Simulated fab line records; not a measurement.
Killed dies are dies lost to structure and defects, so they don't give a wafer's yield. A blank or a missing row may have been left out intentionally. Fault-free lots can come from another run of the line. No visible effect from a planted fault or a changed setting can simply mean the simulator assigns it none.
A struck lot beside a sound one :: flow rit cmos :: 15 steps out of a route of 202
Sound: wafers L547.1, L547.5, L547.6. The struck wafers were L554.1, L554.2, L554.4. At the end, the cause is stated.
At each step with rows: each side's tool, then ch and its chambers, then its first start. Under that, the readings that differ: sound wafers :: struck wafers :: difference of the means :: sigmas: that difference in standard deviations of wafers without a fault.
alike: a reading whose means differ by less than 2 such deviations, as well as words and numbers matching on both sides. not compared: withheld readings; readings where some wafer has no value; bounds like >300 that might hide an equal value; numbers whose values overlap and for which the record gives no deviation.
The two part at a step that has a row with sigmas, a row that says differs or no value, or rows on one side only. Numbers that have no deviation but don't overlap get no sigmas and don't part them. Lack of a reading on every wafer of one side parts them only where that side has two or more wafers.

first, 3 steps without rows for these wafers: RIT_REOX_CLEAN_01 (cleans in dHF, time 30 s); RIT_REOX_CLEAN_02 (cleans in SC2, time 600 s); RIT_REOX_OXIDATION_03 (target thk 25.2 nm, ox time 5580 s).
RIT_REOX_THK_MEAS_04:
  struck on film metro-03, day 4 19:22; sound on film metro-04, day 3 16:05
  alike: REOX_OXIDE_THK
then, 6 steps without rows for these wafers: RIT_NLDD_HMDS_00 (prime time 60 s); RIT_NLDD_COAT_01 (resist thk 1000 nm); RIT_NLDD_SOFTBAKE_02 (time 60 s); RIT_NLDD_EXPOSE_03 (exposes mask M7, target cd 40700 nm); RIT_NLDD_PEB_04; RIT_NLDD_DEVELOP_05 (develop time 50 s).
RIT_NLDD_OVL_MEAS_06:
  struck on overlay-01, day 4 20:30; sound on overlay-02, day 3 17:07
  alike: NLDD_OVL
then, 1 step without rows for these wafers: RIT_NLDD_HARDBAKE_07 (time 60 s).
RIT_NLDD_IMPLANT_08:
  sound on implanter-03 ch 0, day 3 17:19; struck on implanter-02 ch 0, day 4 20:41
reading: beam energy keV
sound: 20.002 19.996 20.006
struck: 21.047 21.053 21.047
difference: +1.048
sigmas: +99 or more

reading: model.implant.rp nm (nm)
sound: 28.03 28.03 28.03
struck: 29.55 29.55 29.55
difference: +1.52
sigmas: 

reading: model.implant.drp nm (nm)
sound: 12.97 12.97 12.97
struck: 13.37 13.37 13.37
difference: +0.40
sigmas: 
RIT_NLDD_STRIP_09: strips in O2, time 180 s.
  sound on plasma asher-02 ch 0,1, day 3 17:28; struck on plasma asher-02 ch 0,1, day 4 20:50
  alike: chamber pressure mTorr, drypump motor current A
  not compared: rf hours counter h
RIT_M1_PROBE_99:
  the record has rows for the struck wafers here (prober-01, day 5 12:40) and none for the sound ones

## WHERE THEY PART
Earliest at RIT_NLDD_IMPLANT_08; latest, in this record, at RIT_M1_PROBE_99.

WHY: whatever the simulator had introduced
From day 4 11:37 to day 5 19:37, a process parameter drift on implanter-02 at RIT_NLDD_IMPLANT_08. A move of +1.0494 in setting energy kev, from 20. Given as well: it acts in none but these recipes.
